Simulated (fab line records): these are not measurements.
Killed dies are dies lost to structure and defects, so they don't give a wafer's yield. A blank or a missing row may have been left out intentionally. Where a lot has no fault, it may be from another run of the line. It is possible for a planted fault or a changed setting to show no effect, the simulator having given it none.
Comparing a struck lot with a sound one    flow rit cmos    30 steps out of a route of 202
Sound: the wafers L472.1, L472.3, L472.5. Wafers L478.1, L478.4, L478.6 were the ones struck. The cause is named last.
Each step with rows lists, per side, the tool, then ch with its chambers, then its first start. Under that, the readings that differ: sound wafers    struck wafers    difference of the means    sigmas: that difference in standard deviations of wafers without a fault.
alike: readings with means less than 2 such deviations apart, plus words and numbers identical on both sides. not compared: withheld readings, readings lacking a value on some wafer, bounds such as >300 that could conceal the same value, and numbers that have no deviation in the record and whose values overlap.
A row with sigmas, a row that says differs or no value, or rows on one side alone: a step with any of these is where the two part. Numbers that have no deviation but don't overlap get no sigmas and don't part them. A reading missing from all wafers of one side parts the sides only when that side holds two or more wafers.

RIT_FOX2_THK_MEAS_01:
  sound on film metro-04 at day 3 20:40; struck on film metro-03 at day 5 02:19
  alike: FOX2_OXIDE_THK
then, 2 steps without rows for these wafers: RIT_FOX2_CLEAN_02 (cleans in dHF, time 180 s); RIT_FOX2_WET_ETCH_03 (etches Si3N4 in H3PO4, target depth 195 nm, time 2700 s).
RIT_FOX2_THK_MEAS_90:
  sound on film metro-02 at day 3 21:33; struck on film metro-03 at day 5 03:11
  alike: FIELD_OXIDE_LEFT_1_THK
then, 6 steps without rows for these wafers: RIT_NWELL_HMDS_00 (prime time 60 s); RIT_NWELL_COAT_01 (resist thk 1300 nm); RIT_NWELL_SOFTBAKE_02 (time 58.1 s); RIT_NWELL_EXPOSE_03 (exposes mask M2, target cd 43900 nm); RIT_NWELL_PEB_04; RIT_NWELL_DEVELOP_05 (develop time 68 s).
RIT_NWELL_OVL_MEAS_06:
  sound on overlay-01 at day 3 22:37; struck on overlay-01 at day 5 04:15
  alike: NWELL_OVL
then, 1 step without rows for these wafers: RIT_NWELL_HARDBAKE_07 (time 120 s).
RIT_NWELL_IMPLANT_08:
  sound on implanter-03 ch 0, day 3 22:54; struck on implanter-03 ch 0, day 5 04:32
reading             sound                          struck                         difference  sigmas
dose ions cm2       5.002e+13 5.007e+13 4.997e+13  3.169e+13 3.163e+13 3.169e+13  -1.835e+13  -99 or more
faraday current uA  162 158 155                    102 102 103                    -56         -17
  alike: beam energy keV, beam on s
RIT_NWELL_STRIP_09: strips in O2, time 180 s.
  sound on plasma asher-02 ch 0,1, day 3 23:03; struck on plasma asher-02 ch 1, day 5 04:41
  alike: drypump motor current A
  not compared: rf hours counter h
RIT_NWELL_TW_MEAS_10:
  sound on film metro-01 at day 3 23:13; struck on film metro-03 at day 5 04:52
reading   sound           struck          difference  sigmas
NWELL_TW  2156 2148 2143  1831 1819 1836  -320        -19
then, 6 steps without rows for these wafers: RIT_PWELL_HMDS_00 (prime time 60 s); RIT_PWELL_COAT_01 (resist thk 1300 nm); RIT_PWELL_SOFTBAKE_02 (time 60 s); RIT_PWELL_EXPOSE_03 (exposes mask M3, target cd 43700 nm); RIT_PWELL_PEB_04; RIT_PWELL_DEVELOP_05 (develop time 68 s).
RIT_PWELL_OVL_MEAS_06:
  sound on overlay-01 at day 4 00:17; struck on overlay-02 at day 5 05:48
reading         sound         struck          difference  sigmas
PWELL_OVL (nm)  -0.3 0.9 2.1  -1.9 -3.0 -1.8  -3.1        -2
then, 2 steps without rows for these wafers: RIT_PWELL_HARDBAKE_07 (time 120 s); RIT_PWELL_IMPLANT_08.
RIT_PWELL_STRIP_09: strips in O2, time 180 s.
  sound on plasma asher-03 ch 0,1, day 4 00:43; struck on plasma asher-02 ch 0,1, day 5 06:14
  alike: drypump motor current A
  not compared: rf hours counter h
RIT_PWELL_TW_MEAS_10:
  sound on film metro-01 at day 4 00:54; struck on film metro-01 at day 5 06:25
  alike: PWELL_TW
then, 1 step without rows for these wafers: RIT_WELLDRIVE_ANNEAL_00 (time 14700 s).
RIT_WELLDRIVE_RS_MEAS_01: a four-point-probe measurement.
  sound on film metro-04 at day 4 06:02; struck on film metro-01 at day 5 11:42
reading            sound              struck             difference  sigmas
NWELL_RS (ohm/sq)  274.5 272.8 274.4  365.5 365.9 365.6  +91.8       +99 or more
RIT_WELLDRIVE_RS_MEAS_02: a four-point-probe measurement.
  sound on film metro-04 at day 4 06:10; struck on film metro-01 at day 5 11:49
  alike: PWELL_RS
RIT_M1_PROBE_99:
  sound on prober-02 at day 5 10:43; struck on prober-02 at day 6 17:55
reading                                  sound              struck             difference  sigmas
model.etest.pmos_0p3.r on ohm um         6115 6166 6101     5937 5782 5760     -301        
model.etest.pmos turned.r on ohm um      3352 3380 3326     3131 3084 3098     -248        
model.etest.pmos_0p15.r on ohm um        2681 2717 2638     2564 2505 2520     -149        
model.etest.nwell pinched.rs ohm sq      343.3 337.4 341.9  458.9 458.4 460.2  +118.3      
model.etest.well edge right.line ohm um  179.2 183 180.8    248.6 253.3 252.3  +70.4       
model.etest.well edge left.line ohm um   180.7 182.3 179.5  250.7 251.4 252.1  +70.6       
model.etest.pmos_0p15.drive ua um        273.6 265.1 275.9  292.1 296.6 292.9  +22.3       
model.etest.pmos turned.drive ua um      200.8 192.2 200.5  221.5 220.2 225    +24.4       
  alike: killed_at_M0_to_M3, killed at front end, killed dies, killed open, killed short

WHERE THEY PART
At RIT_NWELL_IMPLANT_08 first; at RIT_WELLDRIVE_RS_MEAS_01 last (within this record only). Later steps at which nothing parts them and some readings are alike: RIT_WELLDRIVE_RS_MEAS_02, RIT_M1_PROBE_99.

WHY: what the simulator had put in
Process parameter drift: implanter-03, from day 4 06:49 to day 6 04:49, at RIT_NWELL_IMPLANT_08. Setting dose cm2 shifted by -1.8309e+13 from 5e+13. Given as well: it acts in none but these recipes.
